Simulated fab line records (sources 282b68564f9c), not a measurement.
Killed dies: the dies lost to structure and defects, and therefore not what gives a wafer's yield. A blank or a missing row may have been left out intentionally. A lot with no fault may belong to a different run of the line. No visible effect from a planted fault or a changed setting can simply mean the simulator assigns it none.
Commonality check across tools ; flow rit-cmos ; 14 lots, 42 wafers sampled

REASON FOR OPENING
Of 14 lots, 2 have the reading PSD_TW flagged at RIT_PSD_TW_MEAS_10. Fault-free wafers read 3441, with a standard deviation of 22.
Rule: a lot is flagged when every wafer of it that has a number lies more than 4 standard deviations from that mean, or none has a number. The rest of the lots are taken to be sound.

lot;measured;on;PSD_TW, wafer by wafer;flag
L957;day 3 00:58;film-metro-04;3433 3443 3453;
L958;day 3 06:45;film-metro-02;3421 3442 3412;
L959;day 3 10:34;film-metro-04;3458 3449 3462;
L960;day 3 15:57;film-metro-04;3446 3457 3445;
L961;day 3 20:11;film-metro-04;3438 3443 3428;
L963;day 4 08:05;film-metro-03;3452 3460 3437;
L966;day 4 22:44;film-metro-02;3433 3432 3426;
L968;day 5 07:43;film-metro-02;3389 3415 3409;
L969;day 5 12:39;film-metro-04;3459 3437 3462;
L970;day 5 19:05;film-metro-03;3437 3474 3456;
L971;day 5 22:54;film-metro-02;30 30 30;FLAGGED
L972;day 6 03:29;film-metro-02;3429 3423 3419;
L974;day 6 15:19;film-metro-03;30 30 30;FLAGGED
L980;day 8 00:53;film-metro-04;3444 3438 3465;
The numbers of the flagged lots are 30 on average: -3411 against the usual, or -99 or more standard deviations.

LOT BY LOT: THE TOOL USED
The record holds 1 process step before the reading, out of a route of 202 steps. Each cell gives the tool, then ch followed by the chambers the sampled wafers passed through, then the start.
lot;flag;RIT_PSD_DEVELOP_05
L957;;litho-track-02 ch 0, day 3 00:00
L958;;litho-track-02 ch 0, day 3 06:00
L959;;litho-track-02 ch 0, day 3 09:00
L960;;litho-track-04 ch 0, day 3 15:00
L961;;litho-track-03 ch 0, day 3 19:00
L963;;litho-track-04 ch 0, day 4 07:00
L966;;litho-track-04 ch 0, day 4 22:00
L968;;litho-track-03 ch 0, day 5 07:00
L969;;litho-track-03 ch 0, day 5 12:00
L970;;litho-track-02 ch 0, day 5 18:00
L971;FLAGGED;litho-track-03 ch 0, day 5 22:00
L972;;litho-track-04 ch 0, day 6 02:00
L974;FLAGGED;litho-track-03 ch 0, day 6 14:00
L980;;litho-track-02 ch 0, day 8 00:00
What is done by these steps:
- RIT_PSD_DEVELOP_05: develop time 50 s.
- RIT_PSD_TW_MEAS_10

FLAGGED AGAINST TOTAL, ONE TOOL AT A TIME (gauges that did the reading follow at the end)
step;tool;lots run;flagged;share of the flagged lots;sound lots run after its first flagged lot
RIT_PSD_DEVELOP_05;litho-track-02;5;0;none;-
RIT_PSD_DEVELOP_05;litho-track-03;5;2;all;0
RIT_PSD_DEVELOP_05;litho-track-04;4;0;none;-
RIT_PSD_TW_MEAS_10;film-metro-02;5;1;some;1 (L972)
RIT_PSD_TW_MEAS_10;film-metro-03;3;1;some;0
RIT_PSD_TW_MEAS_10;film-metro-04;6;0;none;-

WHAT THE TABLE PERMITS
1 row of the table ran every flagged lot: litho-track-03 at RIT_PSD_DEVELOP_05.
- litho-track-03 at RIT_PSD_DEVELOP_05: 2 of its 5 lots flagged. Its last sound lot is L969 (day 5 12:00), its first flagged lot L971 (day 5 22:00): a fault that began between those two fits.
What remains is a single tool, litho-track-03 at RIT_PSD_DEVELOP_05.

WHAT WAS PUT IN BY THE SIMULATOR
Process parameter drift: litho-track-03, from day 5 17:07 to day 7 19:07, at RIT_PSD_DEVELOP_05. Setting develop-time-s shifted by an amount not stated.
Struck lots among those shown: L971, L974. The rule above reached the same finding.
